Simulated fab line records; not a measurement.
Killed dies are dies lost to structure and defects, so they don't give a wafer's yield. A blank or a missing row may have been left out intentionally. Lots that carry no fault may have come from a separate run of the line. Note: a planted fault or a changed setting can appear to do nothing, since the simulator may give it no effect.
Check for tools in common	flow rit_cmos	Sample size 14 lots and 42 wafers

== WHAT PROMPTED THE OPENING ==
RIT_NRETRO_TW_MEAS_10, reading NRETRO_TW: flagged on 2 of 14 lots. Wafers without a fault read 1057, standard deviation 8.7.
Rule: flag the lot when none of its wafers has a number, or when each of its wafers that has one lies beyond 4 standard deviations from that mean. As for the other lots, they are considered sound.

lot	measured	on	NRETRO_TW, wafer by wafer	flag
L993	day 2 06:53	film_metro-02	1049 1056 1052	
L994	day 2 12:05	film_metro-02	1052 1051 1055	
L997	day 3 03:38	film_metro-02	1054 1051 1050	
L998	day 3 10:31	film_metro-04	1065 1062 1061	
L999	day 3 16:47	film_metro-04	1066 1062 1060	
L100	day 3 21:02	film_metro-01	1043 1042 1043	
L103	day 4 10:25	film_metro-04	1186 1187 1187	FLAGGED
L104	day 4 15:05	film_metro-01	1156 1156 1160	FLAGGED
L107	day 5 06:55	film_metro-04	1061 1070 1061	
L108	day 5 12:07	film_metro-04	1058 1063 1064	
L109	day 5 16:07	film_metro-02	1056 1063 1054	
L111	day 6 02:08	film_metro-01	1045 1045 1044	
L112	day 6 06:53	film_metro-02	1049 1052 1047	
L113	day 6 11:48	film_metro-01	1048 1046 1049	
The numbers of the flagged lots are 1172 on average: +115 against the usual, or +13 standard deviations.

== WHICH TOOL EACH LOT WENT THROUGH ==
The record keeps 1 process step preceding the reading, out of 202 steps on the route. In each cell: the tool, then ch and the chambers that the sampled wafers went through, then the start.
lot	flag	RIT_NRETRO_IMPLANT_08
L993		implanter-03 ch 0, day 2 06:34
L994		implanter-01 ch 0, day 2 11:46
L997		implanter-02 ch 0, day 3 03:19
L998		implanter-02 ch 0, day 3 10:11
L999		implanter-02 ch 0, day 3 16:28
L100		implanter-01 ch 0, day 3 20:43
L103	FLAGGED	implanter-02 ch 0, day 4 10:05
L104	FLAGGED	implanter-02 ch 0, day 4 14:45
L107		implanter-01 ch 0, day 5 06:37
L108		implanter-03 ch 0, day 5 11:49
L109		implanter-01 ch 0, day 5 15:50
L111		implanter-03 ch 0, day 6 01:49
L112		implanter-03 ch 0, day 6 06:34
L113		implanter-01 ch 0, day 6 11:28
What the steps here do:
- RIT_NRETRO_IMPLANT_08
- RIT_NRETRO_TW_MEAS_10

== FLAGGED OVER TOTAL, TOOL BY TOOL (the gauges that took the reading come last) ==
step	tool	lots run	flagged	share of the flagged lots	sound lots run after its first flagged lot
RIT_NRETRO_IMPLANT_08	implanter-01	5	0	none	-
RIT_NRETRO_IMPLANT_08	implanter-02	5	2	all	0
RIT_NRETRO_IMPLANT_08	implanter-03	4	0	none	-
RIT_NRETRO_TW_MEAS_10	film_metro-01	4	1	some	2 (L111,L113)
RIT_NRETRO_TW_MEAS_10	film_metro-02	5	0	none	-
RIT_NRETRO_TW_MEAS_10	film_metro-04	5	1	some	2 (L107,L108)

== WHAT THE TABLE PERMITS ==
Rows of the table that ran each flagged lot: 1, that is implanter-02 at RIT_NRETRO_IMPLANT_08.
- implanter-02 at RIT_NRETRO_IMPLANT_08 ran 5 lots, 2 of them flagged. Its last sound lot is L999 (day 3 16:28), its first flagged lot L103 (day 4 10:05): a fault that began between those two fits. Its own readings lie more than 4 standard deviations out on every wafer of the flagged lots: dose_ions_cm2, faraday_current_uA.
One tool is left: implanter-02 at RIT_NRETRO_IMPLANT_08.

== WHAT THE SIMULATOR HAD INSERTED ==
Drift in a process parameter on implanter-02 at RIT_NRETRO_IMPLANT_08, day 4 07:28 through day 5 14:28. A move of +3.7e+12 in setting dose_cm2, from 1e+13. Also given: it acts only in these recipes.
Lots struck among those shown: L103, L104. The rule above found the same.
